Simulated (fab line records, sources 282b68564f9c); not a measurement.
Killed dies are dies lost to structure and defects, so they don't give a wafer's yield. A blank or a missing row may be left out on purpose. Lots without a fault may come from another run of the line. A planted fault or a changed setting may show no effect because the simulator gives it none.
Problem report in the 8D (eight disciplines) form, filled by code | flow rit_cmos | the parts of the form that need people (team, actions taken, sign-off) are left out

1. THE PROBLEM
NWELL_OVL at RIT_NWELL_OVL_MEAS_06 reads a mean of -147.7 nm on 9 wafers of 3 lots; wafers without a fault read 1.8 nm with a standard deviation of 1.3. That is -99 or more standard deviations from the usual mean.
First seen on wafer L988.3, day 3 23:05, on overlay-01. The record holds 45 wafers of 15 lots with a number at this step. Rule for "out", or "out of limits": more than 4 standard deviations from the usual mean. The other wafers with a number count as sound.

2. WHAT IT IS AND WHAT IT IS NOT
question                    | is                     | is not
which readings at this step | NWELL_OVL              | -
which lots                  | L988, L990, L991       | L100, L101, L978, L980, L981, L982, L983, L994, L995, L996, L998, L999
which wafers of those lots  | all that have a number | -
read on which gauges        | overlay-01             | overlay-02
when                        | from day 3 23:05       | up to then (15 sound wafers); but 21 sound wafers of L100, L101, L994, L995, L996, L998, L999 came after

3. SUSPECTS, AND WHAT RULES EACH OUT
Counting: a tool at a process step up to the reading stays a suspect if it ran every lot that is out and no sound lot after the first of them.
- the gauge at RIT_NWELL_OVL_MEAS_06: kept. All the wafers that are out were read on overlay-01, and no step on other tools shows them out.
- iline_stepper-02 at RIT_NWELL_EXPOSE_03 (exposes mask M2, target cd 43900 nm): kept. It ran every lot that is out, first L988 (day 3 22:41), and no sound lot after that; its last sound lot up to then is L982 (day 2 15:55).
Left after counting: iline_stepper-02 at RIT_NWELL_EXPOSE_03, overlay-01 at RIT_NWELL_OVL_MEAS_06.

4. THE CAUSE (what the simulator had put in)
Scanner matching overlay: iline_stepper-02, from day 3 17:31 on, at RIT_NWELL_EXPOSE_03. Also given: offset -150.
Counting left 2 suspects, and this tool is among them.

5. THE CHAIN OF EFFECTS, in route order
Each row: a reading whose mean over the struck wafers that have a number lies more than 3 standard deviations from the usual. Only readings for which the record gives a usual standard deviation are gone through. hours: the time from each lot's start at the first step in this table that gives one to its start at this step, as a median over the lots. sigmas: the change in usual standard deviations.
hours | step                  | reading   | usual  | on struck wafers | change | sigmas
0     | RIT_NWELL_OVL_MEAS_06 | NWELL_OVL | 1.8 nm | -147.7           | -149.5 | -99 or more

6. WHAT WOULD HAVE CAUGHT IT SOONER
In this record the first reading out of limits at a measuring or inspecting step was taken at day 3 23:05, 6 hours after the fault began at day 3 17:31.
Of the tool readings at RIT_NWELL_EXPOSE_03 for which the record gives a usual standard deviation, none was out on any struck wafer, so an alarm limit of 4 standard deviations on them would not have fired.
Of the lots that are out (3), L990, L991 began RIT_NWELL_EXPOSE_03 on iline_stepper-02 after day 3 23:05. A hold on the tool at that time would have spared those 2.
